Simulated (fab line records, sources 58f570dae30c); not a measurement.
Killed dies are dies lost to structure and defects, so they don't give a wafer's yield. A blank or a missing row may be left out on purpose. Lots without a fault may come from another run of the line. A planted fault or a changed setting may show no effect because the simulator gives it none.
Split-lot experiment | flow berkeley_cmos170 | 5 lots, 23 wafers read, on a route of 331 steps

THE SPLIT
At UCB170_M3_EXPOSE_12 (exposes mask METAL3, target cd 700 nm), the setting dose_mj was moved away from the recipe's 26 on 8 of the 23 wafers read, by -3.3% to +5.8%. The other wafers ran this setting at the recipe's value.

FROM THE SPLIT TO THE READING: what the file shows between them, 2 steps
- UCB170_M3_PEB_13
- UCB170_M3_DEVELOP_14: develop time 45 s

THE READING
cd_nm, in nm, at UCB170_M3_CD_MEAS_15 (target cd 700 nm). Fault-free wafers of this fab line usually give 700.1 nm, standard deviation 1.4 nm.

wafer  | tool, chamber at the split | dose_mj as run | against the recipe | cd_nm, nm | against lot-mates on the recipe
L077.1 | krf_scanner-01, 0          | 25.14          | -3.3%              | 705.8     | +5.8
L077.2 | krf_scanner-01, 0          | 26             | recipe             | 700.5     | -
L077.4 | krf_scanner-01, 0          | 25.14          | -3.3%              | 706.9     | +6.9
L077.5 | krf_scanner-01, 0          | 26             | recipe             | 699.4     | -
L077.6 | krf_scanner-01, 0          | 25.14          | -3.3%              | 704.8     | +4.8
L080.1 | krf_scanner-01, 0          | 26             | recipe             | 702.5     | -
L080.2 | krf_scanner-01, 0          | 26             | recipe             | 700.9     | -
L080.4 | krf_scanner-01, 0          | 27.51          | +5.8%              | 691.0     | -10.7
L080.5 | krf_scanner-01, 0          | 27.51          | +5.8%              | 690.9     | -10.8
L080.6 | krf_scanner-01, 0          | 27.51          | +5.8%              | 690.2     | -11.5
L082.1 | krf_scanner-01, 0          | 26             | recipe             | 700.6     | -
L082.3 | krf_scanner-01, 0          | 26.98          | +3.8%              | 693.5     | -6.6
L082.4 | krf_scanner-01, 0          | 26             | recipe             | 700.1     | -
L082.5 | krf_scanner-01, 0          | 26.98          | +3.8%              | 692.1     | -8.0
L082.6 | krf_scanner-01, 0          | 26             | recipe             | 699.5     | -
L085.1 | krf_scanner-01, 0          | 26             | recipe             | 702.5     | -
L085.2 | krf_scanner-01, 0          | 26             | recipe             | 702.0     | -
L085.3 | krf_scanner-01, 0          | 26             | recipe             | 702.4     | -
L085.4 | krf_scanner-01, 0          | 26             | recipe             | 702.7     | -
L085.5 | krf_scanner-01, 0          | 26             | recipe             | 702.3     | -
L084.1 | krf_scanner-02, 0          | 26             | recipe             | 698.6     | -
L084.5 | krf_scanner-02, 0          | 26             | recipe             | 698.8     | -
L084.6 | krf_scanner-02, 0          | 26             | recipe             | 700.1     | -

THE FIT
A straight line over all 23 wafers: cd_nm changes by -1.75 nm for each +1% of dose_mj; r = -0.96; the points scatter about the line by 1.3 nm.
The same after taking each lot's own level away (the mean of its wafers on the recipe; 23 wafers): -1.87 nm for each +1%; r = -0.99; scatter 0.62 nm.
On that fit, the largest move of dose_mj shifts the reading by 11 nm.
The lots' own levels span 699.17 to 702.38 nm, that is 2.3 times the standard deviation above.
So the lot-to-lot level changes the slope little: the two slopes agree.
Check: with one of the wafers moved furthest among these (+5.8%) left out of the fit, the line predicts -11 nm for it against its lot-mates. It came out at -10.7 nm against them.

OTHER SPLITS ON THESE WAFERS
These wafers also went through other splits before the reading. Each is held against what the fit with the lots' levels taken away leaves over:
other split on the same wafers  | wafers away from the commonest value | r with cd_nm (lot level and that fit taken away)
UCB170_M2_SPUTTER_01 power_w    | 7                                    | -0.23
UCB170_V2_COAT_07 resist_thk_nm | 7                                    | +0.25

THE WHOLE CHAIN: every reading that the file lists as answering this split, in the file's order
step                 | what it does         | reading                                                   | change (the file's fit)              | r (the file's)
UCB170_M3_CD_MEAS_15 | target cd 700 nm     | cd_nm                                                     | -1.88 nm for each +1% of the setting | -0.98
UCB170_M3_ETCH_17    | etches BARC in N2/H2 | M3.cd_nm (the simulator's own value, which no gauge read) | -1.84 nm for each +1% of the setting | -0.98

THE FILE'S OWN FIT
cd_nm changes by -1.88 nm for each +1% of dose_mj, r = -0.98.
